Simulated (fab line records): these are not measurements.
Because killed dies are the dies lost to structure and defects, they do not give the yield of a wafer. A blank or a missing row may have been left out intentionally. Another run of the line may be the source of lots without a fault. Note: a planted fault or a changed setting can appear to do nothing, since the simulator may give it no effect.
Commonality check across tools | flow berkeley_cmos170 | 12 lots and 36 wafers in the sample

## WHY IT WAS OPENED
UCB170_NVT_TW_MEAS_09, reading NVT_TW: flagged on 2 of 12 lots. No-fault wafers: 525.1, standard deviation 3.
Rule: flag the lot when none of its wafers has a number, or when each of its wafers that has one lies beyond 4 standard deviations from that mean. As for the other lots, they are considered sound.

lot  | measured     | on            | NVT_TW, wafer by wafer | flag
L702 | day 6 22:26  | film_metro-03 | 530.4 527.1 529.8      |
L700 | day 6 22:35  | film_metro-01 | 525.5 522.2 522.8      |
L701 | day 6 22:53  | film_metro-04 | 527.9 525.4 526.8      |
L699 | day 6 22:55  | film_metro-01 | 524.9 525.0 524.7      |
L703 | day 7 08:07  | film_metro-04 | 521.0 520.9 521.8      |
L709 | day 8 15:49  | film_metro-04 | 552.6 551.9 552.4      | FLAGGED
L713 | day 9 01:55  | film_metro-01 | 520.8 524.6 523.5      |
L710 | day 9 02:08  | film_metro-04 | 550.0 549.4 554.9      | FLAGGED
L712 | day 9 02:23  | film_metro-04 | 523.6 523.7 524.2      |
L716 | day 10 00:43 | film_metro-01 | 525.2 522.9 523.4      |
L718 | day 10 14:23 | film_metro-01 | 525.0 525.9 523.1      |
L721 | day 11 04:51 | film_metro-01 | 523.9 518.8 525.1      |
Average over the flagged lots: 551.9; offset from the usual +26.8, equal to +9 standard deviations.

## TOOL THAT RAN EACH LOT
The record holds 1 process step before the reading, out of a route of 331 steps. Each cell gives the tool, then ch followed by the chambers the sampled wafers passed through, then the start.
lot  | flag    | UCB170_NVT_IMPLANT_07
L702 |         | implanter-03 ch 0, day 6 22:11
L700 |         | implanter-03 ch 0, day 6 22:20
L701 |         | implanter-02 ch 0, day 6 22:40
L699 |         | implanter-03 ch 0, day 6 22:40
L703 |         | implanter-02 ch 0, day 7 07:54
L709 | FLAGGED | implanter-02 ch 0, day 8 15:34
L713 |         | implanter-03 ch 0, day 9 01:40
L710 | FLAGGED | implanter-02 ch 0, day 9 01:53
L712 |         | implanter-03 ch 0, day 9 02:08
L716 |         | implanter-03 ch 0, day 10 00:29
L718 |         | implanter-03 ch 0, day 10 14:08
L721 |         | implanter-01 ch 0, day 11 04:36
What is done by these steps:
- UCB170_NVT_IMPLANT_07
- UCB170_NVT_TW_MEAS_09

## FLAGGED OVER TOTAL, TOOL BY TOOL (the gauges that took the reading come last)
step                  | tool          | lots run | flagged | share of the flagged lots | sound lots run after its first flagged lot
UCB170_NVT_IMPLANT_07 | implanter-01  | 1        | 0       | none                      | -
UCB170_NVT_IMPLANT_07 | implanter-02  | 4        | 2       | all                       | 0
UCB170_NVT_IMPLANT_07 | implanter-03  | 7        | 0       | none                      | -
UCB170_NVT_TW_MEAS_09 | film_metro-01 | 6        | 0       | none                      | -
UCB170_NVT_TW_MEAS_09 | film_metro-03 | 1        | 0       | none                      | -
UCB170_NVT_TW_MEAS_09 | film_metro-04 | 5        | 2       | all                       | 1 (L712)

## WHAT THE TABLE PERMITS
Rows of the table that ran all the flagged lots, 2 in number: implanter-02 at UCB170_NVT_IMPLANT_07; film_metro-04 at UCB170_NVT_TW_MEAS_09.
- implanter-02 at UCB170_NVT_IMPLANT_07: 2 of its 4 lots flagged. A fault beginning between L703 (day 7 07:54), its last sound lot, and L709 (day 8 15:34), its first flagged one, fits the data. Its own readings (beam_energy_keV) fall more than 4 standard deviations out on all wafers of the flagged lots.
- film_metro-04 at UCB170_NVT_TW_MEAS_09: 2 of its 5 lots flagged. Sound lots ran on it after the first flagged one (L712), which a lasting fault on the whole tool wouldn't allow.
Left over: one tool, implanter-02 at UCB170_NVT_IMPLANT_07.

## WHAT WAS PUT IN BY THE SIMULATOR
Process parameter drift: implanter-02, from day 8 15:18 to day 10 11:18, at UCB170_NVT_IMPLANT_07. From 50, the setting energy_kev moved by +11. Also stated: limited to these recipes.
Lots struck among those shown: L709, L710. This agrees with what the rule above found.
